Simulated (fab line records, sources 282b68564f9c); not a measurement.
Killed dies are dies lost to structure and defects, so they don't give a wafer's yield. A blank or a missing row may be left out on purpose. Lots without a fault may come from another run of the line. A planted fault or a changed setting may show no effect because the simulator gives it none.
Tool commonality check | flow rit_cmos | 13 lots, 39 wafers sampled

WHY IT WAS OPENED
At RIT_ACTIVE_CD_MEAS_11 the reading cd_nm is flagged on 1 of 13 lots. Wafers without a fault read 1399.8 nm, standard deviation 2.4.
Rule: a lot is flagged when every wafer of it that has a number lies more than 4 standard deviations from that mean, or none has a number. The other lots count as sound.

lot  | measured    | on        | cd_nm (nm), wafer by wafer | flag
L914 | day 1 14:26 | cd_sem-02 | 1400.2 1399.4 1396.9       |
L915 | day 1 19:26 | cd_sem-02 | 1401.6 1400.9 1402.0       |
L916 | day 2 00:29 | cd_sem-01 | 1398.7 1399.2 1399.9       |
L917 | day 2 05:34 | cd_sem-02 | 1399.1 1397.4 1399.8       |
L919 | day 2 17:03 | cd_sem-01 | 1403.0 1400.9 1400.0       |
L920 | day 2 20:29 | cd_sem-01 | 1398.8 1398.5 1395.1       |
L921 | day 3 01:31 | cd_sem-01 | 1398.5 1397.7 1397.6       |
L922 | day 3 06:26 | cd_sem-02 | 1400.0 1403.7 1402.1       |
L925 | day 3 22:25 | cd_sem-02 | 1275.4 1275.2 1277.6       | FLAGGED
L934 | day 5 18:48 | cd_sem-01 | 1404.1 1403.3 1403.1       |
L935 | day 5 23:26 | cd_sem-02 | 1398.3 1397.7 1397.8       |
L936 | day 6 05:20 | cd_sem-02 | 1401.9 1403.8 1401.3       |
L937 | day 6 10:28 | cd_sem-01 | 1402.1 1401.9 1401.9       |
The numbers of the flagged lots are 1276.1 nm on average: -123.7 nm against the usual, or -52 standard deviations.

WHICH TOOL RAN EACH LOT
The record holds 1 process step before the reading, out of a route of 202 steps. In each cell: the tool, then ch and the chambers that the sampled wafers went through, then the start.
lot  | flag    | RIT_ACTIVE_EXPOSE_08
L914 |         | iline_stepper-01 ch 0, day 1 14:02
L915 |         | iline_stepper-01 ch 0, day 1 19:02
L916 |         | iline_stepper-01 ch 0, day 2 00:05
L917 |         | iline_stepper-02 ch 0, day 2 05:10
L919 |         | iline_stepper-02 ch 0, day 2 16:39
L920 |         | iline_stepper-02 ch 0, day 2 20:05
L921 |         | iline_stepper-02 ch 0, day 3 01:07
L922 |         | iline_stepper-02 ch 0, day 3 06:02
L925 | FLAGGED | iline_stepper-02 ch 0, day 3 21:59
L934 |         | iline_stepper-01 ch 0, day 5 18:24
L935 |         | iline_stepper-01 ch 0, day 5 23:02
L936 |         | iline_stepper-01 ch 0, day 6 04:50
L937 |         | iline_stepper-02 ch 0, day 6 10:04
What these steps do:
- RIT_ACTIVE_EXPOSE_08: exposes mask M1, target cd 1400 nm.
- RIT_ACTIVE_CD_MEAS_11: target cd 1400 nm.

FLAGGED OVER TOTAL, TOOL BY TOOL (the gauges that took the reading come last)
step                  | tool             | lots run | flagged | share of the flagged lots | sound lots run after its first flagged lot
RIT_ACTIVE_EXPOSE_08  | iline_stepper-01 | 6        | 0       | none                      | -
RIT_ACTIVE_EXPOSE_08  | iline_stepper-02 | 7        | 1       | all                       | 1 (L937)
RIT_ACTIVE_CD_MEAS_11 | cd_sem-01        | 6        | 0       | none                      | -
RIT_ACTIVE_CD_MEAS_11 | cd_sem-02        | 7        | 1       | all                       | 2 (L935,L936)

WHAT THE TABLE ALLOWS
2 rows of the table ran every flagged lot: iline_stepper-02 at RIT_ACTIVE_EXPOSE_08, cd_sem-02 at RIT_ACTIVE_CD_MEAS_11.
- iline_stepper-02 at RIT_ACTIVE_EXPOSE_08: 1 of its 7 lots flagged. Sound lots ran on it after the first flagged one (L937), which a lasting fault on the whole tool wouldn't allow.
- cd_sem-02 at RIT_ACTIVE_CD_MEAS_11: 1 of its 7 lots flagged. Sound lots ran on it after the first flagged one (L935, L936), which a lasting fault on the whole tool wouldn't allow.
No row of the table ran every flagged lot and no sound lot after the first.

WHAT THE SIMULATOR HAD PUT IN
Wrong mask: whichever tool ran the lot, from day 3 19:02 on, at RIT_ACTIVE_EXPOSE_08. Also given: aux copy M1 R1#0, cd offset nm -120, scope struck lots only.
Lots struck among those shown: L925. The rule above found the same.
